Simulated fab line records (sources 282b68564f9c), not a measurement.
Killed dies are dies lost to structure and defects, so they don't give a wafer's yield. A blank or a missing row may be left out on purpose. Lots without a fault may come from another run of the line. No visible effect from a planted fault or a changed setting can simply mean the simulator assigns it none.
fab line records    flow ritCmos
record: lots: 15  wafers: 45  lastDay: 7
route steps=202 shown ACTIVE@11 M1@202
lots with no fault: from the same line, run without faults
startH: the number of hours between the record's first day and the start of the first shown wafer of the lot    waitH: hours elapsed since this lot's preceding step    " as in the row above    L1.1+2: a row that stands for several wafers    - value missing, or start not given    * or withheld: withheld    < > ~ a bound
route shown NAME@n: a module of which the file shows steps, and the number in the route of the first    usual: average and standard deviation across the fault-free wafers    same: alike in all rows    chamber/n: place in a boat    sites: readings site by site    _std_site: standard deviation of those values    _edge_site: inner sites' mean taken away from outer sites' mean    radiusMm: how far each site lies from the wafer's centre    mask NAME#n: copy n    behind: the tool/chamber that last shaped the wafer    hold: what put the lot on hold/how long, in hours/how the hold closed    device: transistor that didn't switch, given as n, p or np    end of line: the same wafers' tests at the end of the route    a step without rows: its recipe alone    killed: not the wafer's yield, but the dies lost to structure and defects at the first sort    map: dies across one wafer; x = killed, . = not, _ = none there
set.NAME: the run value of the setting; set.NAME@STEP: its run value at that earlier step    model.NAME: the simulator's own value behind a step, which no gauge read
the route's steps for a sample of lots (tables are steps, rows are wafers)
== steps ==
step: RIT_ACTIVE_DEVELOP_10
recipe: resist: NOVOLAK  developTimeS: 50  devTempC: 23
usual: chillPlateTempC: 22.99/0.1
lot.wafer  tool           chamber  startH  waitH  chillPlateTempC
L960.4     lithoTrack-04  0        14      -      22.95
L960.5     "              0        "       "      22.85
L960.6     "              0        "       "      22.83
L962.2     lithoTrack-04  0        25      -      23.00
L962.4     "              0        "       "      22.83
L962.5     "              0        "       "      23.04
L963.1     lithoTrack-02  0        30      -      22.82
L963.2     "              0        "       "      22.90
L963.6     "              0        "       "      22.94
L964.2     lithoTrack-04  0        34      -      23.04
L964.3     "              0        "       "      23.04
L964.6     "              0        "       "      23.15
L966.2     lithoTrack-03  0        45      -      22.98
L966.3     "              0        "       "      23.10
L966.5     "              0        "       "      23.15
L967.2     lithoTrack-02  0        49      -      22.92
L967.3     "              0        "       "      22.86
L967.6     "              0        "       "      23.07
L968.1     lithoTrack-03  0        55      -      22.97
L968.2     "              0        "       "      22.96
L968.4     "              0        "       "      22.97
L969.2     lithoTrack-03  0        60      -      23.16
L969.3     "              0        "       "      23.14
L969.5     "              0        "       "      23.10
L970.1     lithoTrack-02  0        64      -      23.14
L970.4     "              0        "       "      23.08
L970.5     "              0        "       "      22.83
L972.2     lithoTrack-02  0        74      -      22.94
L972.3     "              0        "       "      22.84
L972.6     "              0        "       "      22.99
L974.3     lithoTrack-02  0        84      -      22.89
L974.5     "              0        "       "      23.01
L974.6     "              0        "       "      22.94
L975.1     lithoTrack-04  0        89      -      22.93
L975.3     "              0        "       "      22.88
L975.4     "              0        "       "      22.77
L976.4     lithoTrack-02  0        94      -      23.03
L976.5     "              0        "       "      23.13
L976.6     "              0        "       "      23.14
L977.1     lithoTrack-02  0        99      -      23.00
L977.3     "              0        "       "      23.06
L977.4     "              0        "       "      22.94
L983.4     lithoTrack-04  0        131     -      23.11
L983.5     "              0        "       "      23.03
L983.6     "              0        "       "      22.92
step: RIT_ACTIVE_CD_MEAS_11
recipe: targetCdNm: 1400
usual: cdNm: 1400.4/2.3
lot.wafer  tool      chamber  startH  waitH  cdNm
L960.4     cdSem-02  -        14.62   -      1398.4
L960.5     "         -        "       "      1397.5
L960.6     "         -        "       "      1396.9
L962.2     cdSem-01  -        25.82   -      1401.0
L962.4     "         -        "       "      1400.2
L962.5     "         -        "       "      1398.9
L963.1     cdSem-01  -        30.18   -      1400.4
L963.2     "         -        "       "      1400.3
L963.6     "         -        "       "      1401.7
L964.2     cdSem-01  -        34.58   -      1401.4
L964.3     "         -        "       "      1401.9
L964.6     "         -        "       "      1402.2
L966.2     cdSem-01  -        45.20   -      1398.1
L966.3     "         -        "       "      1399.2
L966.5     "         -        "       "      1396.4
L967.2     cdSem-01  -        49.61   -      1402.5
L967.3     "         -        "       "      1404.0
L967.6     "         -        "       "      1401.1
L968.1     cdSem-01  -        55.65   -      1398.5
L968.2     "         -        "       "      1398.6
L968.4     "         -        "       "      1400.2
L969.2     cdSem-02  -        60.54   -      1401.6
L969.3     "         -        "       "      1403.7
L969.5     "         -        "       "      1404.6
L970.1     cdSem-01  -        64.44   -      1399.6
L970.4     "         -        "       "      1398.2
L970.5     "         -        "       "      1399.5
L972.2     cdSem-02  -        74.46   -      1402.7
L972.3     "         -        "       "      1402.5
L972.6     "         -        "       "      1402.2
L974.3     cdSem-01  -        84.60   -      1445.5
L974.5     "         -        "       "      1442.2
L974.6     "         -        "       "      1444.4
L975.1     cdSem-01  -        89.44   -      1401.1
L975.3     "         -        "       "      1401.6
L975.4     "         -        "       "      1401.7
L976.4     cdSem-02  -        94.50   -      1438.8
L976.5     "         -        "       "      1437.4
L976.6     "         -        "       "      1438.4
L977.1     cdSem-02  -        99.56   -      1444.7
L977.3     "         -        "       "      1446.8
L977.4     "         -        "       "      1443.7
L983.4     cdSem-02  -        131.32  -      1403.1
L983.5     "         -        "       "      1400.4
L983.6     "         -        "       "      1401.0
step: RIT_M1_PROBE_99
usual: killed_at_M0_to_M3: 0.0/0.083  killedAtContacts: 0.1/0.25  killedAtFrontEnd: 7.1/2.9  killedDies: 7.2/2.9  killedOpen: 3.6/1.9  killedShort: 3.5/1.9
same: grossDies: 264  killed_at_M4_up: 0  killedAtBackSide: 0  killedAtOther: 0
lot.wafer  tool       chamber  startH  waitH  killed_at_M0_to_M3  killedAtContacts  killedAtFrontEnd  killedDies  killedOpen  killedShort
L970.1     prober-01  -        107.65  0.1    0                   0                 12                12          6           6
L970.4     prober-01  -        107.80  0.2    0                   1                 8                 9           4           5
L970.5     prober-01  -        107.85  0.2    0                   0                 5                 5           3           2
killed by level:class
L970.1 GATE:geometricParticle:short=3 GATE:geometricParticle:open=3 REOX:geometricParticle:open=2 SILICIDE:geometricParticle:short=2 FOX2:geometricParticle:short=1 SPACER:geometricParticle:open=1
L970.4 SPACER:geometricParticle:short=3 GATE:geometricParticle:open=2 FOX2:geometricParticle:short=1 REOX:geometricParticle:open=1 SPACER:geometricParticle:open=1 CONTACT:geometricParticle:short=1
L970.5 FOX2:geometricParticle:short=2 FOX2:geometricParticle:open=1 GATE:geometricParticle:open=1 REOX:geometricParticle:open=1
== key ==
firstSign: step: RIT_ACTIVE_CD_MEAS_11  reading: cdNm  direction: up  sigmas: 18  usual: 1400.4  struck: 1442.4  through: controlLoop
effect none on later readings
metAt RIT_ACTIVE_DEVELOP_10
struckLots L974,L976,L977
testerLeftOut L974,L976,L977
loopTrim: step: RIT_ACTIVE_EXPOSE_08  setting: dose  lots: L976
onsetBetween 74 84
fault: kind: processParameterDrift  tool: lithoTrack-02  chamber: -  onsetH: 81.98  steps: RIT_ACTIVE_DEVELOP_10  channel: developTimeS  offset: *  shape: step  endH: 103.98  actsIn: *  stated: *
testerLeftOut: of these lots the tester's yield and bins aren't shown, on N5 and GAA mostly nor the transistor test; their killed dies are dies lost to structure and defects alone, not to doping, threshold or leakage, so they don't give the yield
loopTrim: a control loop set the setting to another value than it would have without faults
